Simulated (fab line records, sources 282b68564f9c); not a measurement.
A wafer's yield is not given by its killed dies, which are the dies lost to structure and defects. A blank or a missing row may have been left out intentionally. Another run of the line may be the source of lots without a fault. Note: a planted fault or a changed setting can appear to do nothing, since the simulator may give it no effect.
Struck lot and sound lot, side by side | flow rit_cmos | 20 out of 202 route steps
Sound: these wafers, L753.1, L753.2, L753.6. Struck: wafers L755.1, L755.2, L755.4. At the end, the cause is stated.
Per side, at each step with rows, come the tool, then ch with its chambers, and then its first start. Under that, the readings that differ: sound wafers | struck wafers | difference of the means | sigmas: that difference in standard deviations of wafers without a fault.
alike: readings with means less than 2 such deviations apart, plus words and numbers identical on both sides. not compared: withheld readings, readings lacking a value on some wafer, bounds such as >300 that could conceal the same value, and numbers that have no deviation in the record and whose values overlap.
The two part at a step that has a row with sigmas, a row that says differs or no value, or rows on one side only. Numbers that don't overlap but have no deviation are shown without sigmas and don't part them. A reading missing from all wafers of one side parts the sides only when that side holds two or more wafers.

first, 2 steps without rows for these wafers: RIT_NWELL_HARDBAKE_07 (time 120 s); RIT_NWELL_IMPLANT_08.
RIT_NWELL_STRIP_09: strips in O2, time 180 s.
  sound on plasma_asher-02 ch 0,1, day 3 07:55; struck on plasma_asher-02 ch 0,1, day 3 19:59
  alike: drypump_motor_current_A
  not compared: rf_hours_counter_h
RIT_NWELL_TW_MEAS_10:
  sound on film_metro-03 at day 3 08:06; struck on film_metro-02 at day 3 20:10
  alike: NWELL_TW
then, 6 steps without rows for these wafers: RIT_PWELL_HMDS_00 (prime time 60 s); RIT_PWELL_COAT_01 (resist thk 1300 nm); RIT_PWELL_SOFTBAKE_02 (time 60 s); RIT_PWELL_EXPOSE_03 (exposes mask M3, target cd 43700 nm); RIT_PWELL_PEB_04; RIT_PWELL_DEVELOP_05 (develop time 68 s).
RIT_PWELL_OVL_MEAS_06:
  sound on overlay-01 at day 3 09:02; struck on overlay-02 at day 3 21:13
  alike: PWELL_OVL
then, 1 step without rows for these wafers: RIT_PWELL_HARDBAKE_07 (time 120 s).
RIT_PWELL_IMPLANT_08:
  sound on implanter-04 ch 0, day 3 09:19; struck on implanter-04 ch 0, day 3 21:31
  reading            | sound                        | struck                        | difference | sigmas
  dose_ions_cm2      | 7.011e+13 7.01e+13 7.005e+13 | 6.646e+13 6.645e+13 6.642e+13 | -3.643e+12 | -51
  faraday_current_uA | 226 223 222                  | 210 216 212                   | -11        | -3
  alike: beam_on_s
RIT_PWELL_STRIP_09: strips in O2, time 180 s.
  sound on plasma_asher-04 ch 0,1, day 3 09:28; struck on plasma_asher-03 ch 0,1, day 3 21:40
  alike: drypump_motor_current_A
  not compared: rf_hours_counter_h
RIT_PWELL_TW_MEAS_10:
  sound on film_metro-03 at day 3 09:39; struck on film_metro-02 at day 3 21:50
  reading  | sound       | struck      | difference | sigmas
  PWELL_TW | 961 960 961 | 938 940 941 | -21        | -4
then, 1 step without rows for these wafers: RIT_WELLDRIVE_ANNEAL_00 (time 14700 s).
RIT_WELLDRIVE_RS_MEAS_01: a four-point-probe measurement.
  sound on film_metro-04 at day 3 14:47; struck on film_metro-03 at day 4 02:59
  alike: NWELL_RS
RIT_WELLDRIVE_RS_MEAS_02: a four-point-probe measurement.
  sound on film_metro-04 at day 3 14:55; struck on film_metro-03 at day 4 03:06
  reading           | sound             | struck            | difference | sigmas
  PWELL_RS (ohm/sq) | 430.9 430.8 430.7 | 442.6 442.5 442.0 | +11.6      | +11
then, 1 step without rows for these wafers: RIT_NRETRO_HMDS_00 (prime time 60 s).
RIT_M1_PROBE_99:
  sound on prober-01 at day 4 18:54; struck on prober-01 at day 5 07:40
  reading                                | sound             | struck            | difference | sigmas
  model.etest.pwell_pinched.rs_ohm_sq    | 461.4 456.1 452.6 | 477.6 475.2 479.7 | +20.8      |
  model.etest.pwell.rs_ohm_sq            | 423 422.2 418.8   | 431.3 433.7 426.9 | +9.3       |
  model.etest.diode_nplus_pwell.bv_v (V) | 6.024 6.086 6.111 | 6.147 6.133 6.116 | +0.058     |
  alike: killed_at_contacts, killed_at_front_end, killed_dies, killed_on_rim, killed_open, killed_short
  not compared: model.etest.diode_nplus_pwell.cj_ff_um2

== WHERE THEY PART ==
Earliest at RIT_PWELL_IMPLANT_08; latest, in this record, at RIT_WELLDRIVE_RS_MEAS_02. Later steps at which nothing parts them and some readings are alike: RIT_M1_PROBE_99.

WHY: the cause the simulator had injected
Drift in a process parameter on implanter-04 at RIT_PWELL_IMPLANT_08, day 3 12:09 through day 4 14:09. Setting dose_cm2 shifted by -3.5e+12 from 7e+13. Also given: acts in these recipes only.
